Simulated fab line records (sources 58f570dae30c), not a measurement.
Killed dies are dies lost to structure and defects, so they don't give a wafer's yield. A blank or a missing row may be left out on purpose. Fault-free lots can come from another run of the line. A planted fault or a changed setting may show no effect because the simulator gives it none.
8D (eight disciplines) problem report, filled in by code :: flow berkeley_cmos170 :: the parts of the form that need people (team, actions taken, sign-off) are left out

== 1. THE PROBLEM ==
Across 6 wafers from 2 lots, PSD_TW at UCB170_PSD_TW_MEAS_10 averages 2268, while fault-free wafers read 2337 with a standard deviation of 13. Measured from the usual mean, that is -5.3 standard deviations.
The first sign was on wafer L701.1 at day 9 15:29, on film_metro-03. The record holds 42 wafers of 14 lots with a number at this step. Rule for "out", or "out of limits": more than 4 standard deviations from the usual mean. The rest of the wafers with a number are treated as sound.

== 2. WHAT IT IS, WHAT IT ISN'T ==
question: which readings at this step
is: PSD_TW
is not: -

question: which lots
is: L700, L701
is not: L685, L686, L687, L689, L690, L691, L692, L694, L696, L702, L703, L704

question: which wafers of those lots
is: all that have a number
is not: -

question: read on which gauges
is: film_metro-03, film_metro-04
is not: film_metro-01

question: when
is: from day 9 15:29
is not: up to then (27 sound wafers); but 9 sound wafers of L702, L703, L704 came after

== 3. THE SUSPECTS, EACH WITH WHAT RULES IT OUT ==
Counting: any tool at a process step up to the reading is kept as a suspect provided that every lot that is out went through it and no sound lot did after the first of them.
- the gauge at UCB170_PSD_TW_MEAS_10 has been ruled out. The wafers that are out were read on 2 gauges (film_metro-03, film_metro-04).
- implanter-01 at UCB170_PSD_IMPLANT_08: kept. It processed each lot that is out, first L701 at day 9 15:14, and no sound lot thereafter; up to then, the last sound lot it processed was L685 at day 6 20:05. Out on those wafers are its own readings of dose_ions_cm2, faraday_current_uA.
The count leaves implanter-01 at UCB170_PSD_IMPLANT_08.

== 4. THE CAUSE (what the simulator had put in) ==
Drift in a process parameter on implanter-01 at UCB170_PSD_IMPLANT_08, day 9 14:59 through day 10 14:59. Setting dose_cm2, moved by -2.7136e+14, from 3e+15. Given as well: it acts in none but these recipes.
After counting, this tool was the only one left.

== 5. THE CHAIN OF EFFECTS, in route order ==
Each row: a reading whose mean over the struck wafers that have a number lies more than 3 standard deviations from the usual. Only readings for which the record gives a usual standard deviation are gone through. hours: the time from each lot's start at the first step in this table that gives one to its start at this step, as a median over the lots. sigmas: the change in usual standard deviations.
hours: 0
step: UCB170_PSD_IMPLANT_08
reading: dose_ions_cm2
usual: 3e+15
on struck wafers: 3e+15
change: -3e+14
sigmas: -85

hours: 0
step: UCB170_PSD_IMPLANT_08
reading: faraday_current_uA
usual: 9255
on struck wafers: 8386
change: -869
sigmas: -5.1

hours: 0
step: UCB170_PSD_STRIP_09
reading: strip_time_to_endpoint_s
usual: 29.41 s
on struck wafers: 28.40
change: -1.01
sigmas: -13

hours: 0
step: UCB170_PSD_TW_MEAS_10
reading: PSD_TW
usual: 2337
on struck wafers: 2268
change: -69
sigmas: -5.3

hours: 4
step: UCB170_SDANNEAL_RS_MEAS_02
reading: PSD_RS
usual: 75.5 ohm/sq
on struck wafers: 81.2
change: +5.7
sigmas: +18
It contains these process steps:
- UCB170_PSD_IMPLANT_08
- UCB170_PSD_STRIP_09: strips in O2.

== 6. HOW IT WOULD HAVE BEEN CAUGHT EARLIER ==
In this record the first reading out of limits at a measuring or inspecting step was taken at day 9 15:29, 0 hours after the fault began at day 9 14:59.
At UCB170_PSD_IMPLANT_08, the tool's own readings (dose_ions_cm2, faraday_current_uA) were out on each struck wafer the step has a row for, so an alarm limit on them would have fired on the first such wafer.
L700, from the lots that are out (2), started UCB170_PSD_IMPLANT_08 on implanter-01 later than day 9 15:29. Had the tool been put on hold then, it would have been spared.
